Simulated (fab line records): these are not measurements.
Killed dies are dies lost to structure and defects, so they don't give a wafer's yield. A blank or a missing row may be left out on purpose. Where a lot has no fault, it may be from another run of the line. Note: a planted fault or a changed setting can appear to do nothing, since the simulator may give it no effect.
Which tool is to blame? | flow rit-cmos | 39 wafers from 13 lots sampled at 4 of the route's 202 steps

## WHAT THE GAUGES SHOWED, per wafer
RIT_WELLDRIVE_RS_MEAS_02: measures by four-point-probe.
lot  | measured    | on            | PWELL_RS (ohm/sq)
L547 | day 2 12:16 | film-metro-04 | 430.0 430.2 431.4
L549 | day 3 07:59 | film-metro-02 | 427.4 428.2 427.8
L553 | day 3 17:47 | film-metro-04 | 429.3 427.4 429.0
L552 | day 3 17:50 | film-metro-02 | 427.4 429.0 428.9
L555 | day 4 09:08 | film-metro-04 | 430.7 430.8 429.2
L556 | day 4 09:08 | film-metro-02 | 430.2 430.8 431.5
L554 | day 4 09:09 | film-metro-01 | 427.4 428.3 428.5
L557 | day 5 02:25 | film-metro-02 | 427.4 427.3 427.8
L560 | day 5 10:41 | film-metro-04 | 431.3 431.8 430.8
L561 | day 5 10:43 | film-metro-02 | 428.1 428.5 430.4
L568 | day 6 15:25 | film-metro-01 | 429.3 428.7 426.7
L567 | day 6 15:28 | film-metro-04 | 430.8 430.1 430.2
L569 | day 7 00:05 | film-metro-01 | 426.8 427.3 428.1

RIT_SPACER_THK_MEAS_04.
lot  | measured    | on            | SPACER_NITRIDE_THK (nm)
L547 | day 3 16:04 | film-metro-03 | 250.3 250.5 248.8
L549 | day 4 16:55 | film-metro-02 | 246.6 247.8 249.7
L553 | day 4 23:53 | film-metro-03 | 252.5 251.8 252.6
L552 | day 5 02:41 | film-metro-03 | 252.5 251.6 250.9
L555 | day 5 13:08 | film-metro-04 | 251.6 251.1 252.6
L556 | day 5 14:27 | film-metro-02 | 250.9 251.4 251.5
L554 | day 5 07:43 | film-metro-03 | 251.1 251.0 251.6
L557 | day 6 04:22 | film-metro-04 | 253.9 254.2 254.0
L560 | day 6 16:22 | film-metro-02 | 251.8 253.5 253.1
L561 | day 6 13:49 | film-metro-02 | 251.6 252.1 250.1
L568 | day 7 13:37 | film-metro-03 | 354.7 354.6 354.1
L567 | day 7 12:16 | film-metro-02 | 253.0 252.1 251.5
L569 | day 7 19:52 | film-metro-04 | 252.7 252.1 248.3

## WHICH TOOL RAN EACH LOT (tool, then ch and the chambers of the sampled wafers, then the start)
lot  | RIT_PLDD_STRIP_09                   | RIT_SPACER_CVD_03
L547 | plasma-asher-03 ch 0,1, day 3 13:31 | lpcvd-02 ch 0, day 3 14:08
L549 | plasma-asher-02 ch 0,1, day 4 14:25 | lpcvd-01 ch 0, day 4 14:58
L553 | plasma-asher-01 ch 0,1, day 4 21:22 | lpcvd-02 ch 0, day 4 21:58
L552 | plasma-asher-03 ch 0,1, day 5 00:09 | lpcvd-02 ch 0, day 5 00:44
L555 | plasma-asher-01 ch 0,1, day 5 10:37 | lpcvd-02 ch 1, day 5 11:14
L556 | plasma-asher-02 ch 0,1, day 5 10:46 | lpcvd-01 ch 1, day 5 12:32
L554 | plasma-asher-02 ch 1, day 5 05:09   | lpcvd-02 ch 0, day 5 05:47
L557 | plasma-asher-03 ch 0,1, day 6 01:51 | lpcvd-01 ch 0, day 6 02:27
L560 | plasma-asher-02 ch 0,1, day 6 13:50 | lpcvd-02 ch 1, day 6 14:28
L561 | plasma-asher-02 ch 0,1, day 6 11:20 | lpcvd-01 ch 0, day 6 11:53
L568 | plasma-asher-01 ch 0,1, day 7 09:52 | lpcvd-01 ch 0, day 7 11:43
L567 | plasma-asher-02 ch 0,1, day 7 09:47 | lpcvd-02 ch 1, day 7 10:19
L569 | plasma-asher-03 ch 0,1, day 7 17:23 | lpcvd-02 ch 0, day 7 17:56
- RIT_PLDD_STRIP_09: strips in O2, time 180 s.
- RIT_SPACER_CVD_03: deposits Si3N4 from SiH2Cl2/NH3, target thk 250 nm, time 3300 s.

## AS READ BY THE TOOLS THEMSELVES (means over the sampled wafers that have a number; for cases with no such wafer, the mark the record gives instead)
RIT_PLDD_STRIP_09.
lot  | tool            | drypump-motor-current-A (A)
L547 | plasma-asher-03 | 5.6
L549 | plasma-asher-02 | 5.8
L553 | plasma-asher-01 | 5.7
L552 | plasma-asher-03 | 5.6
L555 | plasma-asher-01 | 5.7
L556 | plasma-asher-02 | 5.8
L554 | plasma-asher-02 | 6.5
L557 | plasma-asher-03 | 5.6
L560 | plasma-asher-02 | 6.2
L561 | plasma-asher-02 | 5.8
L568 | plasma-asher-01 | 5.7
L567 | plasma-asher-02 | 5.8
L569 | plasma-asher-03 | 5.6

RIT_SPACER_CVD_03.
lot  | tool     | sih2cl2-flow-sccm (sccm) | spike-tc-centre-C (C) | spike-tc-load-C (C) | spike-tc-source-C (C)
L547 | lpcvd-02 | 60.24                    | 812.5                 | 835.2               | 832.8
L549 | lpcvd-01 | 59.97                    | 813.4                 | 837.7               | 833.6
L553 | lpcvd-02 | 59.94                    | 812.8                 | 835.5               | 834.1
L552 | lpcvd-02 | 59.88                    | 813.1                 | 835.4               | 832.8
L555 | lpcvd-02 | 60.24                    | 813.2                 | 835.3               | 827.6
L556 | lpcvd-01 | 59.84                    | 813.6                 | 832.9               | 831.9
L554 | lpcvd-02 | 59.86                    | 813.3                 | 835.3               | 833.4
L557 | lpcvd-01 | 59.80                    | 813.9                 | 836.7               | 831.2
L560 | lpcvd-02 | 60.30                    | 812.9                 | 835.2               | 828.2
L561 | lpcvd-01 | 60.19                    | 813.4                 | 837.0               | 832.4
L568 | lpcvd-01 | 60.03                    | 833.9                 | 857.7               | 853.3
L567 | lpcvd-02 | 59.84                    | 812.9                 | 835.9               | 829.0
L569 | lpcvd-02 | 60.35                    | 812.7                 | 835.7               | 834.1

## THE ANSWER, worked out from the rows above alone
Rule: what is usual is taken from the lots themselves. The widest of any qualifying gaps counts: lots, ordered by their means at a reading, are off when they make up no more than a third of the lots, leave a main group of 4 or more, and stand apart from it by 3 or more times the standard deviation of that group's means. The tables above print the reading to a certain number of digits; a main group whose means all agree to those digits is not used. A lot without any number at a reading at which 4 lots or more have one is off too. The other lots that the step has rows for count as sound. After the gauges, taken in route order, come the tools' own readings; for these a lot's mean is taken, as printed above. The first step at which some lot is off is used, and at that step the reading that is off furthest; a lot without a number counts as furthest.
Off: L568, at RIT_SPACER_THK_MEAS_04 (SPACER_NITRIDE_THK). Mean 251.5 nm and standard deviation 1.4 in the main group.
A tool fits if, at a process step before that reading, it ran every lot that is off, and no sound lot after the first of them. The gauges at RIT_SPACER_THK_MEAS_04 aren't tried: what is off there is off at RIT_SPACER_CVD_03 too, on other tools, and a gauge's error can't cause that. This does not decide it: 2 tools fit, namely plasma-asher-01 at RIT_PLDD_STRIP_09 and lpcvd-01 at RIT_SPACER_CVD_03.

## WHAT THE SIMULATOR HAD INSERTED
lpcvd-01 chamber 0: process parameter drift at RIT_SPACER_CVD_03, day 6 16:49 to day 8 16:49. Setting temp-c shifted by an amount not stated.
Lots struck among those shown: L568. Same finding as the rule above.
